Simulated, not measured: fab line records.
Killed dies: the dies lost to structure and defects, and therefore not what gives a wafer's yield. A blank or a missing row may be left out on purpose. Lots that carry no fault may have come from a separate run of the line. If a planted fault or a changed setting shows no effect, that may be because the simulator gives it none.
Struck lot and sound lot, side by side / flow berkeley-cmos170 / 14 steps out of a route of 331
Sound: wafers L342.4, L342.5, L342.6. Wafers struck: L348.2, L348.5, L348.6. The cause comes at the end.
At each step with rows: each side's tool, then ch and its chambers, then its first start. Under that, the readings that differ: sound wafers / struck wafers / difference of the means / sigmas: that difference in standard deviations of wafers without a fault.
alike: readings whose means differ by less than 2 such deviations, and words and numbers that are the same on both sides. not compared: withheld readings, readings that some wafer has no value for, bounds like >300 that may hide the same value, and numbers for which the record gives no deviation and whose values overlap.
Wherever a step has rows on one side only, a row that says differs or no value, or a row with sigmas, the two part there. Numbers that have no deviation but don't overlap get no sigmas and don't part them. A reading that every wafer of one side lacks parts them only if that side has two wafers or more.

first, 3 steps without rows for these wafers: UCB170_NVT_EXPOSE_03 (exposes mask PWELL, target cd 3000 nm); UCB170_NVT_PEB_04; UCB170_NVT_DEVELOP_05 (develop time 45 s).
UCB170_NVT_OVL_MEAS_06:
  sound on overlay-02, day 6 00:40; struck on overlay-02, day 7 06:37
  alike: NVT_OVL
after that, 1 step had no rows for these wafers: UCB170_NVT_IMPLANT_07.
UCB170_NVT_STRIP_08: strips in O2.
  sound on plasma-asher-04 ch 0,1, day 6 01:01; struck on plasma-asher-03 ch 0,1, day 7 06:48
  alike: drypump-motor-current-A, oes-product-au, strip-time-to-endpoint-s
  not compared: rf-hours-counter-h
UCB170_NVT_TW_MEAS_09:
  sound on film-metro-01, day 6 01:07; struck on film-metro-02, day 7 06:55
  alike: NVT_TW
then, 5 steps without rows for these wafers: UCB170_NVT_CLEAN_10 (cleans in SPM, time 600 s); UCB170_PVT_HMDS_00 (prime time 60 s); UCB170_PVT_COAT_01 (resist thk 900 nm); UCB170_PVT_SOFTBAKE_02 (time 60 s); UCB170_PVT_EXPOSE_03 (exposes mask NWELL, target cd 3000 nm).
UCB170_PVT_PEB_04:
  struck on litho-track-04, day 7 09:23; sound on litho-track-01 ch 0, day 6 02:35
  no value came back on the struck wafers for chill-plate-temp-C (C), exhaust-pa (Pa); on the sound wafers chill-plate-temp-C (C) reads 23.17 23.13 23.14
then, 1 step without rows for these wafers: UCB170_PVT_DEVELOP_05 (develop time 45 s).

== WHERE THEY PART ==
At UCB170_PVT_PEB_04 and nowhere else, as far as this record goes.

WHY: the cause the simulator had injected
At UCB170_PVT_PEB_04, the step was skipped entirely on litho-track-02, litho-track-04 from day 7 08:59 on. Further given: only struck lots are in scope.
